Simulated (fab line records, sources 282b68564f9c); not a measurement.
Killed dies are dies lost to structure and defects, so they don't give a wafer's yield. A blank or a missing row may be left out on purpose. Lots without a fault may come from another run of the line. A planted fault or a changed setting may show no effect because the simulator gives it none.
fab line records | flow rit_cmos
record lots=6 wafers=18 last_day=7
route steps=202 shown PRETRO@72 GATE@75 FOX2@80 REOX@98 NLDD@103 SDANNEAL@155 M1@202
lots that met no fault: from a run of the same line without faults
start_h: hours from the record's first day to the start of the lot's first wafer shown | wait_h: hours since the lot's step before | " the same as in the row above | L1.1+2: a row that stands for several wafers | - no value, or no start given | * or withheld: withheld | < > ~ a bound
route shown NAME@n: a module of which the file shows steps, and the number in the route of the first | usual: mean/standard deviation of fault-free wafers | same: alike in all rows | chamber/n: place in a boat | sites: the reading at each site | _std_site: their standard deviation | _edge_site: outer sites' mean less inner sites' | radius_mm: how far each site lies from the wafer's centre | mask NAME#n: copy n | behind: the tool/chamber that last shaped the wafer | hold: why the lot was held/for how many hours/how that ended | device: the transistor (n, p or np) that didn't switch | end of line: the same wafers' tests at the end of the route | a step without rows: its recipe alone | killed: dies lost to structure and defects at the first sort, not the wafer's yield | map: a wafer's dies, x killed, . not, _ none there
set.NAME: the setting as run; set.NAME@STEP: as run at that earlier step | model.NAME: the simulator's own value behind a step, which no gauge read
lots at some steps of the route; a table a step, a row a wafer
services: from which hour (start_h, from the record's first day; less than 0 if before it) a tool's chamber was out of use, for how many hours, and why
## steps
# step RIT_PRETRO_IMPLANT_08
# recipe species=B energy_kev=44.22 dose_cm2=1.2e+13 tilt_deg=7
# step RIT_PRETRO_STRIP_09
# recipe chemistry=O2 time_s=180 resist=NOVOLAK platen_temp_c=withheld power_w=500 pressure_mtorr=4000 o2_flow_sccm=4000
# usual drypump_motor_current_A=5.97/0.26
# columns lot.wafer tool chamber start_h wait_h drypump_motor_current_A rf_hours_counter_h
L509.1 plasma_asher-03 1 34.10 0.1 5.97 26
L509.3 " 1 " " 5.96 -
L509.5 " 1 " " 5.95 -
L511.1 plasma_asher-03 1 44.77 0.1 5.97 27
L511.2 " 0 " " 6.16 27
L511.4 " 1 " " 5.99 -
L513.1 plasma_asher-04 1 53.00 0.1 6.41 37
L513.4 " 1 " " 6.39 -
L513.6 " 0 " " 6.04 -
L516.4 plasma_asher-04 0 67.14 0.1 6.05 -
L516.5 " 0 " " 6.05 -
L516.6 " 1 " " 6.35 -
L523.2 plasma_asher-03 0 103.27 0.1 6.15 33
L523.5 " 0 " " 6.15 -
L523.6 " 1 " " 5.96 -
L532.3 plasma_asher-01 1 150.50 0.1 5.67 -
L532.4 " 0 " " 5.65 -
L532.5 " 0 " " 5.65 -
# step RIT_PRETRO_TW_MEAS_10
# usual PRETRO_TW=472/6.7
# columns lot.wafer tool chamber start_h wait_h PRETRO_TW
L509.1 film_metro-01 - 34.27 0.1 468
L509.3 " - " " 470
L509.5 " - " " 467
L511.1 film_metro-01 - 44.95 0.1 469
L511.2 " - " " 469
L511.4 " - " " 469
L513.1 film_metro-01 - 53.17 0.1 464
L513.4 " - " " 468
L513.6 " - " " 467
L516.4 film_metro-03 - 67.28 0.1 482
L516.5 " - " " 483
L516.6 " - " " 480
L523.2 film_metro-02 - 103.46 0.1 471
L523.5 " - " " 471
L523.6 " - " " 471
L532.3 film_metro-01 - 150.64 0.1 468
L532.4 " - " " 471
L532.5 " - " " 470
# step RIT_GATE_WET_ETCH_00
# recipe chemistry=BOE target=SiO2 target_depth_nm=56 time_s=60 dry=n2_spin dilution=10:1 temp_c=21.5
# step RIT_GATE_CLEAN_01
# recipe chemistry=SC1 mix=3:3:50 time_s=600 temp_c=75
# step RIT_GATE_CLEAN_02
# recipe chemistry=dHF dilution=50:1 time_s=30
# step RIT_GATE_CLEAN_03
# recipe chemistry=SC2 mix=3:3:50 time_s=600 temp_c=75 dry=n2_spin
# step RIT_GATE_CLEAN_04
# recipe chemistry=dHF dilution=50:1 time_s=60 dry=n2_spin
# step RIT_FOX2_THK_MEAS_91
# recipe reads=SiO2_of_FOX2_OXIDATION_00
# usual FIELD_OXIDE_LEFT_2_THK=255/6.4
# columns lot.wafer tool chamber start_h wait_h FIELD_OXIDE_LEFT_2_THK[nm]
L509.1 film_metro-03 - 34.75 0.0 249
L509.3 " - " " 245
L509.5 " - " " 250
L511.1 film_metro-02 - 45.47 0.0 251
L511.2 " - " " 255
L511.4 " - " " 254
L513.1 film_metro-02 - 53.70 0.0 253
L513.4 " - " " 248
L513.6 " - " " 247
L516.4 film_metro-04 - 67.76 0.0 266
L516.5 " - " " 271
L516.6 " - " " 263
L523.2 film_metro-03 - 103.97 0.0 250
L523.5 " - " " 258
L523.6 " - " " 253
L532.3 film_metro-03 - 151.13 0.0 257
L532.4 " - " " 258
L532.5 " - " " 257
# step RIT_GATE_OXIDATION_05
# recipe temp_c=900 ambient=O2 target_thk_a=30 ox_time_s=270
# step RIT_GATE_ANNEAL_06
# recipe temp_c=900 time_s=600 ambient=N2O
# step RIT_GATE_THK_MEAS_07
# recipe reads=SiO2_of_GATE_OXIDATION_05
# usual GATE_OXIDE_THK=3.00/0.053
# columns lot.wafer tool chamber start_h wait_h GATE_OXIDE_THK[nm]
L509.1 film_metro-04 - 38.19 0.0 3.04
L509.3 " - " " 2.96
L509.5 " - " " 3.02
L511.1 film_metro-03 - 49.46 0.0 3.15
L511.2 " - " " 3.04
L511.4 " - " " 3.09
L513.1 film_metro-04 - 56.83 0.0 3.01
L513.4 " - " " 2.94
L513.6 " - " " 3.04
L516.4 film_metro-04 - 69.32 0.0 3.00
L516.5 " - " " 2.98
L516.6 " - " " 2.97
L523.2 film_metro-03 - 108.11 0.0 2.99
L523.5 " - " " 2.95
L523.6 " - " " 2.96
L532.3 film_metro-04 - 156.42 0.0 2.85
L532.4 " - " " 2.84
L532.5 " - " " 2.91
# step RIT_GATE_CVD_08
# recipe material=poly-Si target_thk_nm=250 temp_c=610 precursor=SiH4 time_s=2220 pressure_mtorr=300 sih4_flow_sccm=100
# usual sih4_flow_sccm=99.98/0.26
# columns lot.wafer tool chamber start_h wait_h sih4_flow_sccm model.poly-Si_of_GATE_CVD_08.thk_nm
L509.1 lpcvd-02 0 39.10 0.9 99.83 253.4
L509.3 " 0 " " 99.82 253.2
L509.5 " 0 " " 100.33 252.7
L511.1 lpcvd-02 1 49.52 0.1 100.34 244.9
L511.2 " 1 " " 99.96 247.7
L511.4 " 1 " " 99.99 247.2
L513.1 lpcvd-02 1 56.89 0.1 100.37 266.2
L513.4 " 1 " " 100.01 265.4
L513.6 " 1 " " 100.41 266.4
L516.4 lpcvd-02 1 70.43 1.1 99.92 267
L516.5 " 1 " " 100.35 267
L516.6 " 1 " " 100.22 264.2
L523.2 lpcvd-01 1 108.57 0.4 99.94 253.3
L523.5 " 1 " " 100.19 251.7
L523.6 " 1 " " 99.66 250.9
L532.3 lpcvd-02 1 156.46 0.0 99.71 249.4
L532.4 " 1 " " 99.80 249.9
L532.5 " 1 " " 99.94 248.4
# step RIT_GATE_THK_MEAS_09
# recipe reads=poly-Si_of_GATE_CVD_08
# usual GATE_POLY_THK=250.5/2.3
# columns lot.wafer tool chamber start_h wait_h GATE_POLY_THK[nm]
L509.1 film_metro-04 - 40.72 0.0 253.3
L509.3 " - " " 253.3
L509.5 " - " " 252.9
L511.1 film_metro-03 - 51.13 0.0 244.8
L511.2 " - " " 247.6
L511.4 " - " " 247.4
L513.1 film_metro-04 - 58.51 0.0 266.5
L513.4 " - " " 265.1
L513.6 " - " " 266.4
L516.4 film_metro-03 - 72.08 0.0 267.0
L516.5 " - " " 266.8
L516.6 " - " " 264.3
L523.2 film_metro-02 - 111.00 0.0 253.3
L523.5 " - " " 252.0
L523.6 " - " " 251.1
L532.3 film_metro-03 - 158.10 0.0 249.4
L532.4 " - " " 249.9
L532.5 " - " " 248.2
# step RIT_GATE_HMDS_10
# recipe prime_time_s=60 prime_temp_c=140
# step RIT_GATE_COAT_11
# recipe resist=NOVOLAK spin_rpm=4250 resist_thk_nm=850
# step RIT_GATE_SOFTBAKE_12
# recipe resist=NOVOLAK temp_c=90 time_s=59.16
# step RIT_GATE_EXPOSE_13
# recipe mask_id=M6 na=0.6 source_shape=conventional sigma_outer=0.6 target_cd_nm=150 dose_mj=380
# step RIT_GATE_PEB_14
# recipe resist=NOVOLAK temp_c=withheld time_s=withheld
# step RIT_GATE_DEVELOP_15
# recipe resist=NOVOLAK develop_time_s=50 dev_temp_c=23
# step RIT_GATE_CD_MEAS_16
# recipe target_cd_nm=150
# usual cd_nm=149.0/2.2
# columns lot.wafer tool chamber start_h wait_h cd_nm
L509.1 cd_sem-02 - 41.79 - 148.3
L509.3 " - " " 146.4
L509.5 " - " " 146.2
L511.1 cd_sem-01 - 52.72 - 149.3
L511.2 " - " " 147.8
L511.4 " - " " 149.5
L513.1 cd_sem-01 - 59.42 - 147.8
L513.4 " - " " 148.0
L513.6 " - " " 150.7
L516.4 cd_sem-02 - 73.02 - 148.3
L516.5 " - " " 147.1
L516.6 " - " " 147.4
L523.2 cd_sem-02 - 111.92 - 149.1
L523.5 " - " " 151.2
L523.6 " - " " 147.1
L532.3 cd_sem-02 - 159.03 - 143.5
L532.4 " - " " 146.4
L532.5 " - " " 145.7
# step RIT_GATE_OVL_MEAS_17
# usual GATE_OVL=-0.6/1.4
# columns lot.wafer tool chamber start_h wait_h GATE_OVL[nm]
L509.1 overlay-01 - 41.91 0.1 1.4
L509.3 " - " " -1.1
L509.5 " - " " 0.2
L511.1 overlay-02 - 52.84 0.1 -1.1
L511.2 " - " " 0.0
L511.4 " - " " -0.2
L513.1 overlay-01 - 59.54 0.1 3.0
L513.4 " - " " 2.0
L513.6 " - " " 1.0
L516.4 overlay-02 - 73.10 0.1 0.0
L516.5 " - " " -0.2
L516.6 " - " " 1.4
L523.2 overlay-02 - 112.03 0.1 -1.2
L523.5 " - " " -0.9
L523.6 " - " " -0.7
L532.3 overlay-02 - 159.12 0.1 -0.4
L532.4 " - " " 0.4
L532.5 " - " " -1.6
# step RIT_GATE_HARDBAKE_18
# recipe resist=NOVOLAK temp_c=140 time_s=60
# step RIT_GATE_ETCH_19
# recipe chemistry=SF6/CHF3/O2 time_s=165 SF6_flow_sccm=30 CHF3_flow_sccm=30 O2_flow_sccm=5 target=poly-Si pressure_mtorr=40 rf_w=160 target_depth_a=3125 over_etch_frac=0.25 stop_on=SiO2
# usual drypump_motor_current_A=6.0/0.32 oes_product_au=0.848/0.0095 rf_fwd_power_W=159.2/0.51 throttle_valve_pct=10.30/0.14
# columns lot.wafer tool chamber start_h wait_h drypump_motor_current_A oes_product_au rf_fwd_power_W rf_hours_counter_h throttle_valve_pct model.GATE.feature_depth_nm model.etch.depth_nm
L509.1 rie_si-02 3 42.10 0.1 6.1 0.849 159.4 160 10.43 253.4 253.4
L509.3 " 0 " " 6.0 0.847 159.3 98 10.50 253.2 253.2
L509.5 " 2 " " 6.3 0.843 159.9 - 10.10 252.7 252.7
L511.1 rie_si-02 0 53.25 0.1 6.0 0.833 158.9 98 10.49 244.9 244.9
L511.2 " 3 " " 6.1 0.832 159.6 160 10.45 247.7 247.7
L511.4 " 3 " " 6.1 0.833 159.4 - 10.44 247.2 247.2
L513.1 rie_si-02 3 59.73 0.1 6.1 0.881 159.4 160 10.42 266.2 266.2
L513.4 " 0 " " 5.9 0.887 159.1 98 10.51 265.3 265.4
L513.6 " 0 " " 5.9 0.884 158.3 - 10.51 266.4 266.4
L516.4 rie_si-01 3 73.32 0.1 6.3 0.895 159.5 - 10.17 267 267
L516.5 " 1 " " 6.4 0.892 158.9 - 10.21 267 267
L516.6 " 0 " " 5.7 0.881 160.1 - 10.37 264.2 264.2
L523.2 rie_si-02 0 112.21 0.1 5.9 0.849 157.9 99 10.51 253.3 253.3
L523.5 " 3 " " 6.1 0.863 159.2 - 10.44 251.7 251.7
L523.6 " 0 " " 5.9 0.840 158.5 - 10.50 250.9 250.9
L532.3 rie_si-01 3 159.29 0.1 6.4 0.846 159.5 30 10.18 249.4 249.4
L532.4 " 0 " " 5.7 0.836 158.9 5 10.34 249.9 249.9
L532.5 " 0 " " 5.7 0.841 159.5 - 10.34 248.4 248.4
# step RIT_GATE_STRIP_20
# recipe chemistry=O2 time_s=180 resist=NOVOLAK platen_temp_c=withheld power_w=500 pressure_mtorr=4000 o2_flow_sccm=4000
# usual drypump_motor_current_A=6.09/0.19
# columns lot.wafer tool chamber start_h wait_h drypump_motor_current_A rf_hours_counter_h
L509.1 plasma_asher-03 0 42.21 0.1 6.18 27
L509.3 " 0 " " 6.16 -
L509.5 " 0 " " 6.15 -
L511.1 plasma_asher-03 0 53.36 0.1 6.15 28
L511.2 " 1 " " 5.94 28
L511.4 " 0 " " 6.14 -
L513.1 plasma_asher-04 0 59.83 0.1 6.05 38
L513.4 " 0 " " 6.03 -
L513.6 " 0 " " 6.05 -
L516.4 plasma_asher-03 0 73.43 0.1 6.17 -
L516.5 " 1 " " 5.94 -
L516.6 " 0 " " 6.16 -
L523.2 plasma_asher-04 1 112.31 0.1 6.40 45
L523.5 " 1 " " 6.39 -
L523.6 " 0 " " 6.09 -
L532.3 plasma_asher-03 1 159.46 0.1 5.99 -
L532.4 " 0 " " 6.15 -
L532.5 " 1 " " 5.97 -
# step RIT_GATE_CD_MEAS_90
# recipe target_cd_nm=150
# usual cd_nm=148.9/2.1
# columns lot.wafer tool chamber start_h wait_h cd_nm
L509.1 cd_sem-01 - 42.38 0.1 148.3
L509.3 " - " " 146.2
L509.5 " - " " 146.1
L511.1 cd_sem-02 - 53.53 0.1 149.0
L511.2 " - " " 147.7
L511.4 " - " " 149.7
L513.1 cd_sem-01 - 60.01 0.1 148.1
L513.4 " - " " 148.2
L513.6 " - " " 150.9
L516.4 cd_sem-02 - 73.61 0.1 148.4
L516.5 " - " " 146.8
L516.6 " - " " 147.3
L523.2 cd_sem-01 - 112.51 0.1 149.2
L523.5 " - " " 151.4
L523.6 " - " " 146.9
L532.3 cd_sem-01 - 159.62 0.1 143.3
L532.4 " - " " 146.4
L532.5 " - " " 145.6
# step RIT_REOX_CLEAN_00
# recipe chemistry=SC1 mix=3:3:50 time_s=600 temp_c=76.21
# step RIT_REOX_CLEAN_01
# recipe chemistry=dHF dilution=50:1 time_s=30
# step RIT_REOX_CLEAN_02
# recipe chemistry=SC2 mix=3:3:50 time_s=600 temp_c=75 dry=n2_spin
# step RIT_REOX_OXIDATION_03
# recipe temp_c=900 ambient=O2 target_thk_a=252 ox_time_s=5580
# step RIT_REOX_THK_MEAS_04
# recipe reads=SiO2_of_REOX_OXIDATION_03
# usual REOX_OXIDE_THK=25.1/0.45
# columns lot.wafer tool chamber start_h wait_h REOX_OXIDE_THK[nm]
L509.1 film_metro-03 - 45.42 0.0 25.3
L509.3 " - " " 25.7
L509.5 " - " " 25.5
L511.1 film_metro-03 - 56.58 0.0 25.0
L511.2 " - " " 25.7
L511.4 " - " " 25.8
L513.1 film_metro-04 - 63.63 0.0 24.6
L513.4 " - " " 24.8
L513.6 " - " " 24.8
L516.4 film_metro-01 - 76.65 0.0 24.6
L516.5 " - " " 25.1
L516.6 " - " " 25.3
L523.2 film_metro-01 - 119.31 0.0 25.6
L523.5 " - " " 25.7
L523.6 " - " " 25.6
L532.3 film_metro-01 - 162.63 0.0 24.2
L532.4 " - " " 24.8
L532.5 " - " " 24.6
# step RIT_NLDD_HMDS_00
# recipe prime_time_s=60 prime_temp_c=140
# step RIT_NLDD_COAT_01
# recipe resist=NOVOLAK spin_rpm=3250 resist_thk_nm=1000
# step RIT_NLDD_SOFTBAKE_02
# recipe resist=NOVOLAK temp_c=90 time_s=60
# step RIT_NLDD_EXPOSE_03
# recipe mask_id=M7 na=0.57 target_cd_nm=40700 dose_mj=250
# step RIT_NLDD_PEB_04
# recipe resist=NOVOLAK temp_c=withheld time_s=withheld
# step RIT_NLDD_DEVELOP_05
# recipe resist=NOVOLAK develop_time_s=50 dev_temp_c=23
# step RIT_NLDD_OVL_MEAS_06
# usual NLDD_OVL=-0.3/1.6
# columns lot.wafer tool chamber start_h wait_h NLDD_OVL[nm]
L509.1 overlay-02 - 46.46 - 2.3
L509.3 " - " " 1.4
L509.5 " - " " 1.5
L511.1 overlay-02 - 57.52 - -0.4
L511.2 " - " " -2.0
L511.4 " - " " -1.7
L513.1 overlay-01 - 64.54 - -2.4
L513.4 " - " " -2.6
L513.6 " - " " -3.1
L516.4 overlay-01 - 77.67 - -1.2
L516.5 " - " " 1.7
L516.6 " - " " -1.5
L523.2 overlay-02 - 120.21 - -0.3
L523.5 " - " " -0.5
L523.6 " - " " -0.2
L532.3 overlay-01 - 163.53 - 0.3
L532.4 " - " " -0.6
L532.5 " - " " -1.3
# step RIT_NLDD_HARDBAKE_07
# recipe resist=NOVOLAK temp_c=140 time_s=60
# step RIT_NLDD_IMPLANT_08
# recipe species=P energy_kev=20 dose_cm2=5e+14 tilt_deg=7
# step RIT_NLDD_STRIP_09
# recipe chemistry=O2 time_s=180 resist=NOVOLAK platen_temp_c=withheld power_w=500 pressure_mtorr=4000 o2_flow_sccm=4000
# usual drypump_motor_current_A=5.91/0.27
# columns lot.wafer tool chamber start_h wait_h drypump_motor_current_A rf_hours_counter_h
L509.1 plasma_asher-04 1 46.79 0.1 6.37 36
L509.3 " 0 " " 6.06 -
L509.5 " 0 " " 6.04 -
L511.1 plasma_asher-02 0 57.99 0.1 6.02 42
L511.2 " 1 " " 5.71 42
L511.4 " 0 " " 6.05 -
L513.1 plasma_asher-04 0 64.88 0.1 6.05 39
L513.4 " 0 " " 6.04 -
L513.6 " 1 " " 6.43 -
L516.4 plasma_asher-04 0 78.05 0.1 6.06 -
L516.5 " 1 " " 6.37 -
L516.6 " 0 " " 6.06 -
L523.2 plasma_asher-02 0 120.54 0.1 6.04 0
L523.5 " 1 " " 5.72 -
L523.6 " 0 " " 6.03 -
L532.3 plasma_asher-01 0 163.92 0.1 5.66 -
L532.4 " 1 " " 5.64 -
L532.5 " 0 " " 5.66 -
# step RIT_NLDD_TW_MEAS_10
# usual NLDD_TW=2472/25
# columns lot.wafer tool chamber start_h wait_h NLDD_TW
L509.1 film_metro-01 - 46.97 0.1 2471
L509.3 " - " " 2445
L509.5 " - " " 2462
L511.1 film_metro-02 - 58.17 0.1 2479
L511.2 " - " " 2470
L511.4 " - " " 2468
L513.1 film_metro-01 - 65.05 0.1 2453
L513.4 " - " " 2452
L513.6 " - " " 2440
L516.4 film_metro-01 - 78.19 0.1 2432
L516.5 " - " " 2455
L516.6 " - " " 2436
L523.2 film_metro-01 - 120.73 0.1 2447
L523.5 " - " " 2451
L523.6 " - " " 2454
L532.3 film_metro-04 - 164.05 0.1 2508
L532.4 " - " " 2513
L532.5 " - " " 2498
# step RIT_SDANNEAL_CLEAN_02
# recipe chemistry=SC2 mix=3:3:50 time_s=600 temp_c=75 dry=n2_spin
# usual bath_heat_duty_pct=15.0/1.4
# columns lot.wafer tool chamber start_h wait_h bath_heat_duty_pct model.poly-Si_of_GATE_CVD_08.thk_nm
L509.1 wet_bench-03 3 54.62 0.0 17.4 164.1
L509.3 " 3 " " 17.9 163.1
L509.5 " 3 " " 17.5 165.2
L511.1 wet_bench-01 0 65.82 0.0 15.2 155.4
L511.2 " 0 " " 13.2 160.4
L511.4 " 0 " " 13.4 158.7
L513.1 wet_bench-02 2 72.26 0.0 14.9 176.3
L513.4 " 2 " " 15.3 177.1
L513.6 " 2 " " 15.2 177.6
L516.4 wet_bench-01 2 85.61 0.0 14.6 179.2
L516.5 " 2 " " 14.1 179.5
L516.6 " 2 " " 14.9 175.6
L523.2 wet_bench-03 3 128.28 0.0 17.6 163.8
L523.5 " 3 " " 17.2 164
L523.6 " 3 " " 17.9 163
L532.3 wet_bench-03 1 171.09 0.0 14.2 160.1
L532.4 " 1 " " 15.9 160
L532.5 " 1 " " 15.7 161.5
# step RIT_M1_PROBE_99
# usual killed_at_contacts=0.0/0.2 killed_at_front_end=6.6/2.8 killed_dies=6.6/2.8 killed_open=3.3/1.9 killed_short=3.2/1.8
# same gross_dies=264 killed_at_M0_to_M3=0 killed_at_M4_up=0 killed_at_back_side=0 killed_at_other=0
# columns lot.wafer tool chamber start_h wait_h killed_at_contacts killed_at_front_end killed_dies killed_open killed_short model.etest.nmos_turned.drive_ua_um model.etest.poly_comb_over_steps.leak_log10_a_um
L509.1 prober-02 - 62.41 0.1 0 2 2 1 1 317.1 -12.87
L509.3 prober-02 - 62.51 0.2 0 4 4 0 4 314 -12.53
L509.5 prober-02 - 62.61 0.2 0 9 9 6 3 317.9 -12.71
L511.1 prober-02 - 73.59 0.1 0 4 4 3 1 329.8 -12.76
L511.2 prober-02 - 73.64 0.1 0 6 6 3 3 319.3 -12.94
L511.4 prober-02 - 73.74 0.2 0 8 8 3 5 312.7 -12.7
L513.1 prober-02 - 79.82 0.1 1 4 5 4 1 294.3 -12.3
L513.4 prober-02 - 79.97 0.2 0 5 5 2 3 296 -10.13
L513.6 prober-02 - 80.07 0.2 0 7 7 3 4 286.1 -9.574
L516.4 prober-01 - 93.38 0.2 0 8 8 6 2 302.6 -9.363
L516.5 prober-01 - 93.43 0.2 0 8 8 6 2 300.2 -11.31
L516.6 prober-01 - 93.48 0.2 0 10 10 7 3 297.8 -12.87
L523.2 prober-02 - 135.92 0.1 0 5 5 3 2 311.9 -12.42
L523.5 prober-02 - 136.07 0.2 0 9 9 3 4 318.1 -12.89
L523.6 prober-02 - 136.12 0.2 0 6 6 2 4 329.2 -12.78
L532.3 prober-01 - 179.04 0.2 0 8 8 3 5 350.1 -12.42
L532.4 prober-01 - 179.09 0.2 0 8 8 5 3 334.4 -12.72
L532.5 prober-01 - 179.14 0.2 0 5 5 2 3 336.8 -12.77
# killed by level:class
L509.1 FOX1:geometric_particle:short=1 SILICIDE:geometric_particle:open=1
L509.3 REOX:geometric_particle:short=2 FOX1:geometric_particle:short=1 GATE:geometric_particle:short=1
L509.5 FOX1:geometric_particle:open=3 FOX1:geometric_particle:short=2 FOX2:geometric_particle:open=1 FOX2:geometric_particle:short=1 GATE:geometric_particle:open=1 SILICIDE:geometric_particle:open=1
L511.1 FOX2:geometric_particle:open=1 GATE:geometric_particle:open=1 SPACER:geometric_particle:short=1 SILICIDE:geometric_particle:open=1
L511.2 GATE:geometric_particle:short=2 GATE:geometric_particle:open=2 REOX:geometric_particle:open=1 SPACER:geometric_particle:short=1
L511.4 SPACER:geometric_particle:open=2 SILICIDE:geometric_particle:short=2 GATE:geometric_particle:short=1 REOX:geometric_particle:open=1 REOX:geometric_particle:short=1 SPACER:geometric_particle:short=1
L513.1 FOX1:geometric_particle:open=1 FOX2:geometric_particle:open=1 GATE:geometric_particle:open=1 SILICIDE:geometric_particle:short=1 CONTACT:geometric_particle:open=1
L513.4 GATE:geometric_particle:short=2 FOX1:geometric_particle:open=1 FOX2:geometric_particle:short=1 GATE:geometric_particle:open=1
L513.6 GATE:geometric_particle:open=2 SILICIDE:geometric_particle:short=2 FOX1:geometric_particle:open=1 GATE:geometric_particle:short=1 SPACER:geometric_particle:short=1
L516.4 SPACER:geometric_particle:open=2 FOX1:geometric_particle:open=1 FOX1:geometric_particle:short=1 FOX2:geometric_particle:short=1 FOX2:geometric_particle:open=1 GATE:geometric_particle:open=1 REOX:geometric_particle:open=1
L516.5 GATE:geometric_particle:open=3 SPACER:geometric_particle:open=2 FOX1:geometric_particle:short=1 REOX:geometric_particle:open=1 SPACER:geometric_particle:short=1
L516.6 GATE:geometric_particle:open=2 SPACER:geometric_particle:open=2 FOX1:geometric_particle:open=1 FOX2:geometric_particle:open=1 GATE:geometric_particle:short=1 REOX:geometric_particle:short=1 REOX:geometric_particle:open=1 SPACER:geometric_particle:short=1
L523.2 GATE:geometric_particle:open=2 REOX:geometric_particle:short=1 SPACER:geometric_particle:open=1 SILICIDE:geometric_particle:short=1
L523.5 REOX:geometric_particle:short=3 GATE:geometric_particle:open=2 NSD:coat_microbubble_printed=2 SPACER:geometric_particle:open=1 SILICIDE:geometric_particle:short=1
L523.6 GATE:geometric_particle:open=2 GATE:geometric_particle:short=1 REOX:geometric_particle:short=1 SPACER:geometric_particle:short=1 SILICIDE:geometric_particle:short=1
L532.3 FOX1:geometric_particle:short=2 SPACER:geometric_particle:open=2 SILICIDE:geometric_particle:short=2 GATE:geometric_particle:open=1 SPACER:geometric_particle:short=1
L532.4 FOX2:geometric_particle:open=2 GATE:geometric_particle:open=2 FOX1:geometric_particle:short=1 FOX2:geometric_particle:short=1 SPACER:geometric_particle:open=1 SPACER:geometric_particle:short=1
L532.5 SPACER:geometric_particle:short=2 FOX2:geometric_particle:open=1 GATE:geometric_particle:short=1 SILICIDE:geometric_particle:open=1
## services
# columns tool chamber start_h hours kind
rie_si-02 1 38.09 - clean
rie_si-02 1 38.09 15.8 scheduled_down
rie_si-02 1 38.09 15.8 vent_cycle
rie_si-01 0 43.35 1.8 repair
plasma_asher-02 - 47.67 6.0 repair
rie_si-01 2 53.24 - clean
rie_si-01 2 53.24 26.2 scheduled_down
rie_si-01 2 53.24 26.2 vent_cycle
plasma_asher-03 - 57.27 5.9 repair
rie_si-02 3 63.58 - clean
rie_si-02 3 63.58 22.2 scheduled_down
rie_si-02 3 63.58 22.2 vent_cycle
plasma_asher-02 - 77.79 6.2 repair
rie_si-02 2 89.36 - clean
rie_si-02 2 89.36 14.7 scheduled_down
rie_si-02 2 89.36 14.7 vent_cycle
wet_bench-01 - 90.80 7.5 repair
plasma_asher-01 - 105.85 1.3 repair
plasma_asher-01 - 108.39 19.9 repair
plasma_asher-02 - 108.75 9.0 pm
plasma_asher-02 0 108.75 9.0 vent_cycle
lpcvd-02 - 111.80 2.8 pm
rie_si-02 - 113.07 2.8 pm
rie_si-01 3 141.56 3.6 repair
## key
first_sign step=RIT_GATE_THK_MEAS_09 reading=GATE_POLY_THK direction=up sigmas=6.6 usual=250.5 struck=266.0
effect step=RIT_GATE_ETCH_19 reading=oes_product_au direction=up sigmas=4.1 usual=0.848 struck=0.886
model_effect step=RIT_GATE_CVD_08 value=poly-Si_of_GATE_CVD_08.thk_nm without=251.2 struck=266
model_effect step=RIT_GATE_ETCH_19 value=GATE.feature_depth_nm without=251.2 struck=266
model_effect step=RIT_SDANNEAL_CLEAN_02 value=poly-Si_of_GATE_CVD_08.thk_nm without=162.7 struck=177.6
model_effect step=RIT_M1_PROBE_99 value=etest.nmos_turned.drive_ua_um without=321 struck=296.2
met_at RIT_GATE_CVD_08
struck_wafers L513.1,L513.4,L513.6,L516.4,L516.5,L516.6
tester_left_out L513,L516
onset_between 49.52 56.89
also_fits RIT_PRETRO_STRIP_09:plasma_asher-04
fault kind=process_parameter_drift tool=lpcvd-02 chamber=1 onset_h=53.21 steps=RIT_GATE_CVD_08 channel=target_thk_nm offset=14.829 shape=step end_h=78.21 acts_in=these_recipes_only stated=250
# tester_left_out: of these lots the tester's yield and bins aren't shown, on N5 and GAA mostly nor the transistor test; their killed dies are dies lost to structure and defects alone, not to doping, threshold or leakage, so they don't give the yield
